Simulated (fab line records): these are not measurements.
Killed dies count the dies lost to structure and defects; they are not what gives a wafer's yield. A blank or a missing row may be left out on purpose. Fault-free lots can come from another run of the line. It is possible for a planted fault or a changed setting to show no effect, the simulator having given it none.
Split-lot experiment || flow rit-cmos || 5 lots, 23 wafers read, on a route of 202 steps

ON THE SPLIT
At RIT_NLDD_COAT_01 (resist thk 1000 nm), the setting spin-rpm was moved away from the recipe's 3250 rpm on 7 of the 23 wafers read, by -6.5% to +5.3%. For the rest of the wafers, this setting stayed at what the recipe calls for.

FROM THE SPLIT TO THE READING: what the file shows between them, 3 steps
- RIT_NLDD_SOFTBAKE_02: time 60 s
- RIT_NLDD_EXPOSE_03: exposes mask M7, target cd 40700 nm
- RIT_NLDD_DEVELOP_05: develop time 50 s

THE READING
NOVOLAK_of_NLDD_COAT_01.thk-nm (the simulator's own value, which no gauge read), in nm, at RIT_NLDD_HARDBAKE_07 (time 60 s). The file gives no usual value for it. Average 884.7 nm, standard deviation 2.3 nm, over the 16 wafers here run with the recipe.

{"wafer": "L074.2", "tool, chamber at the split": "litho-track-03, 0", "spin-rpm as run, rpm": 3250, "against the recipe": "recipe", "NOVOLAK_of_NLDD_COAT_01.thk-nm, nm": 887.5, "against lot-mates on the recipe": "-"}
{"wafer": "L074.3", "tool, chamber at the split": "litho-track-03, 0", "spin-rpm as run, rpm": 3250, "against the recipe": "recipe", "NOVOLAK_of_NLDD_COAT_01.thk-nm, nm": 881.3, "against lot-mates on the recipe": "-"}
{"wafer": "L074.5", "tool, chamber at the split": "litho-track-03, 0", "spin-rpm as run, rpm": 3250, "against the recipe": "recipe", "NOVOLAK_of_NLDD_COAT_01.thk-nm, nm": 888.4, "against lot-mates on the recipe": "-"}
{"wafer": "L075.1", "tool, chamber at the split": "litho-track-03, 0", "spin-rpm as run, rpm": 3250, "against the recipe": "recipe", "NOVOLAK_of_NLDD_COAT_01.thk-nm, nm": 886.7, "against lot-mates on the recipe": "-"}
{"wafer": "L075.3", "tool, chamber at the split": "litho-track-03, 0", "spin-rpm as run, rpm": 3250, "against the recipe": "recipe", "NOVOLAK_of_NLDD_COAT_01.thk-nm, nm": 883.5, "against lot-mates on the recipe": "-"}
{"wafer": "L075.4", "tool, chamber at the split": "litho-track-03, 0", "spin-rpm as run, rpm": 3250, "against the recipe": "recipe", "NOVOLAK_of_NLDD_COAT_01.thk-nm, nm": 883.6, "against lot-mates on the recipe": "-"}
{"wafer": "L075.5", "tool, chamber at the split": "litho-track-03, 0", "spin-rpm as run, rpm": 3250, "against the recipe": "recipe", "NOVOLAK_of_NLDD_COAT_01.thk-nm, nm": 883.9, "against lot-mates on the recipe": "-"}
{"wafer": "L075.6", "tool, chamber at the split": "litho-track-03, 0", "spin-rpm as run, rpm": 3250, "against the recipe": "recipe", "NOVOLAK_of_NLDD_COAT_01.thk-nm, nm": 884.7, "against lot-mates on the recipe": "-"}
{"wafer": "L077.2", "tool, chamber at the split": "litho-track-03, 0", "spin-rpm as run, rpm": 3250, "against the recipe": "recipe", "NOVOLAK_of_NLDD_COAT_01.thk-nm, nm": 887.4, "against lot-mates on the recipe": "-"}
{"wafer": "L077.3", "tool, chamber at the split": "litho-track-03, 0", "spin-rpm as run, rpm": 3415, "against the recipe": "+5.1%", "NOVOLAK_of_NLDD_COAT_01.thk-nm, nm": 866.4, "against lot-mates on the recipe": -21.1}
{"wafer": "L077.4", "tool, chamber at the split": "litho-track-03, 0", "spin-rpm as run, rpm": 3250, "against the recipe": "recipe", "NOVOLAK_of_NLDD_COAT_01.thk-nm, nm": 887.7, "against lot-mates on the recipe": "-"}
{"wafer": "L077.5", "tool, chamber at the split": "litho-track-03, 0", "spin-rpm as run, rpm": 3415, "against the recipe": "+5.1%", "NOVOLAK_of_NLDD_COAT_01.thk-nm, nm": 866.2, "against lot-mates on the recipe": -21.3}
{"wafer": "L077.6", "tool, chamber at the split": "litho-track-03, 0", "spin-rpm as run, rpm": 3415, "against the recipe": "+5.1%", "NOVOLAK_of_NLDD_COAT_01.thk-nm, nm": 865.6, "against lot-mates on the recipe": -21.9}
{"wafer": "L079.1", "tool, chamber at the split": "litho-track-02, 0", "spin-rpm as run, rpm": 3040, "against the recipe": "-6.5%", "NOVOLAK_of_NLDD_COAT_01.thk-nm, nm": 914.8, "against lot-mates on the recipe": "+30.2"}
{"wafer": "L079.3", "tool, chamber at the split": "litho-track-02, 0", "spin-rpm as run, rpm": 3250, "against the recipe": "recipe", "NOVOLAK_of_NLDD_COAT_01.thk-nm, nm": 883.7, "against lot-mates on the recipe": "-"}
{"wafer": "L079.4", "tool, chamber at the split": "litho-track-02, 0", "spin-rpm as run, rpm": 3250, "against the recipe": "recipe", "NOVOLAK_of_NLDD_COAT_01.thk-nm, nm": 883.6, "against lot-mates on the recipe": "-"}
{"wafer": "L079.5", "tool, chamber at the split": "litho-track-02, 0", "spin-rpm as run, rpm": 3040, "against the recipe": "-6.5%", "NOVOLAK_of_NLDD_COAT_01.thk-nm, nm": 913.6, "against lot-mates on the recipe": "+29.0"}
{"wafer": "L079.6", "tool, chamber at the split": "litho-track-02, 0", "spin-rpm as run, rpm": 3250, "against the recipe": "recipe", "NOVOLAK_of_NLDD_COAT_01.thk-nm, nm": 886.6, "against lot-mates on the recipe": "-"}
{"wafer": "L084.1", "tool, chamber at the split": "litho-track-02, 0", "spin-rpm as run, rpm": 3423, "against the recipe": "+5.3%", "NOVOLAK_of_NLDD_COAT_01.thk-nm, nm": 862.2, "against lot-mates on the recipe": -20.2}
{"wafer": "L084.3", "tool, chamber at the split": "litho-track-02, 0", "spin-rpm as run, rpm": 3423, "against the recipe": "+5.3%", "NOVOLAK_of_NLDD_COAT_01.thk-nm, nm": 860.3, "against lot-mates on the recipe": -22.1}
{"wafer": "L084.4", "tool, chamber at the split": "litho-track-02, 0", "spin-rpm as run, rpm": 3250, "against the recipe": "recipe", "NOVOLAK_of_NLDD_COAT_01.thk-nm, nm": 881.4, "against lot-mates on the recipe": "-"}
{"wafer": "L084.5", "tool, chamber at the split": "litho-track-02, 0", "spin-rpm as run, rpm": 3250, "against the recipe": "recipe", "NOVOLAK_of_NLDD_COAT_01.thk-nm, nm": 881.5, "against lot-mates on the recipe": "-"}
{"wafer": "L084.6", "tool, chamber at the split": "litho-track-02, 0", "spin-rpm as run, rpm": 3250, "against the recipe": "recipe", "NOVOLAK_of_NLDD_COAT_01.thk-nm, nm": 884.2, "against lot-mates on the recipe": "-"}

THE FIT
A straight line over all 23 wafers: NOVOLAK_of_NLDD_COAT_01.thk-nm changes by -4.24 nm for each +1% of spin-rpm; r = -0.98; the points scatter about the line by 2.4 nm.
The same after taking each lot's own level away (the mean of its wafers on the recipe; 23 wafers): -4.32 nm for each +1%; r = -0.99; scatter 1.7 nm.
Per that fit: largest spin-rpm move, reading shift of 28 nm.
The lots' own levels span 882.37 to 887.55 nm, that is 2.3 times the standard deviation above.
Hence the lot-to-lot level has little effect on the slope; both slopes agree.
Check: +27.5 nm against its lot-mates is what the line predicts for one of the wafers moved furthest among these (-6.5%) when that wafer is left out of the fit. Against them it came out at +30.2 nm.

OTHER SPLITS APPLIED TO THESE WAFERS
Before the reading, these wafers also passed through other splits. Each is held against what the fit with the lots' levels taken away leaves over:
{"other split on the same wafers": "RIT_REOX_OXIDATION_03 ox-time-s", "wafers away from the commonest value": 5, "r with NOVOLAK_of_NLDD_COAT_01.thk-nm (lot level and that fit taken away)": -0.10}

THE WHOLE CHAIN: every reading that the file lists as answering this split, in the file's order
{"step": "RIT_NLDD_COAT_01", "what it does": "resist thk 1000 nm", "reading": "NOVOLAK_of_NLDD_COAT_01.thk-nm (the simulator's own value, which no gauge read)", "change (the file's fit)": "-4.92 nm for each +1% of the setting", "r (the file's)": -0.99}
{"step": "RIT_NLDD_HARDBAKE_07", "what it does": "time 60 s", "reading": "NOVOLAK_of_NLDD_COAT_01.thk-nm (the simulator's own value, which no gauge read)", "change (the file's fit)": "-4.3 nm for each +1% of the setting", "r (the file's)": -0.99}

FILE'S OWN FIT
NOVOLAK_of_NLDD_COAT_01.thk-nm changes by -4.3 nm for each +1% of spin-rpm, r = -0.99.
